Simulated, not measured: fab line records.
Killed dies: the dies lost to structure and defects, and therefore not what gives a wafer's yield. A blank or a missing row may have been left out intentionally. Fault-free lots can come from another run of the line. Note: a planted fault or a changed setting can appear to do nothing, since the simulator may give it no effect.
The tool behind it: which one?	flow berkeley cmos170	42 wafers from 14 lots sampled at 5 of the route's 331 steps

WHAT THE GAUGES READ, wafer by wafer
UCB170_NWELL_THK_MEAS_05. Usual: NWELL_NITRIDE_THK 224.3 nm, standard deviation 2.3.
lot	measured	on	NWELL_NITRIDE_THK (nm)	flag
L856	day 2 13:23	film metro-03	223.5 226.2 224.9	
L857	day 2 13:25	film metro-01	224.2 225.6 226.3	
L858	day 2 22:56	film metro-01	221.5 221.9 222.3	
L860	day 3 09:31	film metro-03	225.2 224.8 223.7	
L859	day 3 09:32	film metro-04	225.0 226.2 227.7	
L862	day 3 18:16	film metro-04	222.9 222.6 223.1	
L865	day 4 03:38	film metro-01	224.3 221.7 223.9	
L863	day 4 03:39	film metro-04	225.7 225.2 223.7	
L864	day 4 03:39	film metro-03	225.2 225.9 226.4	
L867	day 4 19:18	film metro-01	222.2 224.0 220.6	
L870	day 5 10:13	film metro-04	226.1 226.6 224.4	
L872	day 5 21:11	film metro-04	221.3 218.6 222.9	
L873	day 6 00:55	film metro-01	226.5 226.2 227.2	
L878	day 7 07:02	film metro-04	224.8 223.6 225.3	

UCB170_PWELL_THK_MEAS_03. Usual: PWELL_OXIDE_THK 26.4 nm, standard deviation 0.59.
lot	measured	on	PWELL_OXIDE_THK (nm)	flag
L856	day 3 05:53	film metro-02	27.3 27.2 27.0	
L857	day 3 05:53	film metro-04	26.8 26.4 26.5	
L858	day 3 13:44	film metro-02	26.6 26.6 26.8	
L860	day 3 21:40	film metro-02	26.9 26.6 27.0	
L859	day 3 21:46	film metro-04	26.8 26.3 26.8	
L862	day 4 05:47	film metro-04	26.5 26.3 26.9	
L865	day 4 15:35	film metro-03	26.7 26.7 26.8	
L863	day 4 15:36	film metro-02	25.6 25.8 25.6	
L864	day 4 15:40	film metro-04	26.0 25.8 25.7	
L867	day 5 04:17	film metro-04	26.4 27.0 26.8	
L870	day 6 00:20	film metro-04	26.7 26.6 26.7	
L872	day 6 15:46	film metro-04	25.9 26.1 26.0	
L873	day 6 15:45	film metro-03	25.8 26.2 25.7	
L878	day 8 01:55	film metro-02	26.3 26.4 26.1	

UCB170_PFIELD_TW_MEAS_09. Usual: PFIELD_TW 601, standard deviation 3.
lot	measured	on	PFIELD_TW	flag
L856	day 5 02:46	film metro-04	600 602 604	
L857	day 5 03:18	film metro-04	599 603 608	
L858	day 5 08:58	film metro-01	602 603 605	
L860	day 6 00:08	film metro-03	600 595 596	
L859	day 6 00:46	film metro-01	600 595 599	
L862	day 6 00:42	film metro-04	600 601 599	
L865	day 6 13:40	film metro-01	602 596 599	
L863	day 6 13:08	film metro-03	596 594 597	
L864	day 6 13:22	film metro-01	613 618 614	OFF
L867	day 7 11:40	film metro-01	621 623 621	OFF
L870	day 8 05:47	film metro-01	602 600 603	
L872	day 8 21:05	film metro-03	599 600 600	
L873	day 8 20:30	film metro-03	599 597 597	
L878	day 10 00:43	film metro-04	602 604 602	

WHAT TOOL EACH LOT RAN ON (gives the tool, then ch and the chambers of the sampled wafers, and finally the start)
lot	UCB170_PWELL_STRIP_16	UCB170_PFIELD_IMPLANT_07
L856	plasma asher-02 ch 0,1, day 3 15:50	implanter-02 ch 0, day 5 02:31
L857	plasma asher-03 ch 0,1, day 3 16:00	implanter-03 ch 0, day 5 03:03
L858	plasma asher-02 ch 1, day 3 21:20	implanter-04 ch 0, day 5 08:43
L860	plasma asher-01 ch 0, day 4 06:28	implanter-04 ch 0, day 5 23:53
L859	plasma asher-02 ch 0,1, day 4 06:54	implanter-03 ch 0, day 6 00:34
L862	plasma asher-01 ch 0,1, day 4 15:40	implanter-02 ch 0, day 6 00:28
L865	plasma asher-01 ch 1, day 5 01:58	implanter-02 ch 0, day 6 13:25
L863	plasma asher-01 ch 0,1, day 5 01:40	implanter-03 ch 0, day 6 12:53
L864	plasma asher-03 ch 0,1, day 5 01:56	implanter-04 ch 0, day 6 13:08
L867	plasma asher-03 ch 0,1, day 5 14:07	implanter-04 ch 0, day 7 11:26
L870	plasma asher-01 ch 1, day 6 10:40	implanter-02 ch 0, day 8 05:32
L872	plasma asher-03 ch 0,1, day 7 05:11	implanter-02 ch 0, day 8 20:51
L873	plasma asher-01 ch 0,1, day 7 05:07	implanter-02 ch 0, day 8 20:15
L878	plasma asher-02 ch 0,1, day 8 09:35	implanter-02 ch 0, day 10 00:28
- UCB170_PWELL_STRIP_16: strips in O2.
- UCB170_PFIELD_IMPLANT_07

WHAT THE TOOLS THEMSELVES READ (means of the sampled wafers that have a number; where no wafer has one, the mark that the record gives instead)
UCB170_PWELL_STRIP_16. Usual: drypump motor current A 5.7 A, standard deviation 0.39; oes product au 0.722 a.u., standard deviation 0.0041; strip time to endpoint s 18.07 s, standard deviation 0.082.
lot	tool	drypump motor current A (A)	oes product au (a.u.)	strip time to endpoint s (s)	flag
L856	plasma asher-02	5.6	0.724	18.05	
L857	plasma asher-03	5.4	0.724	17.99	
L858	plasma asher-02	5.4	0.718	18.08	
L860	plasma asher-01	5.6	0.720	18.05	
L859	plasma asher-02	5.6	0.725	18.08	
L862	plasma asher-01	5.8	0.721	18.07	
L865	plasma asher-01	6.2	0.722	18.10	
L863	plasma asher-01	5.8	0.721	18.16	
L864	plasma asher-03	5.3	0.721	18.04	
L867	plasma asher-03	5.4	0.718	18.02	
L870	plasma asher-01	6.3	0.719	18.17	
L872	plasma asher-03	5.3	0.723	17.99	
L873	plasma asher-01	6.0	0.725	18.11	
L878	plasma asher-02	5.6	0.720	18.04	

UCB170_PFIELD_IMPLANT_07. Usual: dose ions cm2 1.9999e+13, standard deviation 2e+10; faraday current uA 63.4, standard deviation 1.3.
lot	tool	dose ions cm2	faraday current uA	flag
L856	implanter-02	2.0007e+13	62.2	
L857	implanter-03	2.0006e+13	62.6	
L858	implanter-04	2.0001e+13	62.8	
L860	implanter-04	2.0008e+13	64.6	
L859	implanter-03	2.0001e+13	63.3	
L862	implanter-02	2.0001e+13	63.2	
L865	implanter-02	1.9978e+13	64.2	
L863	implanter-03	1.9970e+13	64.6	
L864	implanter-04	2.1989e+13	71.1	OFF
L867	implanter-04	2.2000e+13	68.8	OFF
L870	implanter-02	1.9979e+13	63.6	
L872	implanter-02	1.9987e+13	63.5	
L873	implanter-02	1.9986e+13	61.7	
L878	implanter-02	2.0000e+13	62.0	

THE ANSWER, worked out from the rows above alone
Rule: a lot counts as off when the mean over its wafers that have a number is more than 3 standard deviations away from the usual mean. Also off: a lot with no number at a reading for which 4 or more lots have one. Where the step has rows for the other lots, those lots are counted as sound. After the gauges, taken in route order, come the tools' own readings; for these a lot's mean is taken, as printed above. The first step at which some lot is off is used, and at that step the reading that is off furthest; a lot without a number counts as furthest.
Off: L864, L867, at UCB170_PFIELD_TW_MEAS_09 (PFIELD_TW).
If a tool, at a process step before that reading, ran all the lots that are off and no sound lot after the first of them, it fits. Not tried: the gauges at UCB170_PFIELD_TW_MEAS_09; whatever is off there is also off at UCB170_PFIELD_IMPLANT_07, on other tools, and gauge error can't account for it. One candidate fits, namely implanter-04 at UCB170_PFIELD_IMPLANT_07. A fault onset in the window from L860 (day 5 23:53, its last sound lot) to L864 (day 6 13:08, its first lot off) fits.
The tool's own readings at UCB170_PFIELD_IMPLANT_07 bear it out: on the lots that are off they differ by more than 5 times the standard deviation of the sound lots' means. dose ions cm2 reads 2.1994e+13 there against 1.9994e+13 on the sound lots; faraday current uA reads 69.9 there against 63.2 on the sound lots.

WHAT HAD BEEN PUT IN BY THE SIMULATOR
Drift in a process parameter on implanter-04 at UCB170_PFIELD_IMPLANT_07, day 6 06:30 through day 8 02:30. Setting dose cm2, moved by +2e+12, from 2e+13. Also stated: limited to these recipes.
Struck lots among those shown: L864, L867. Same finding as the rule above.
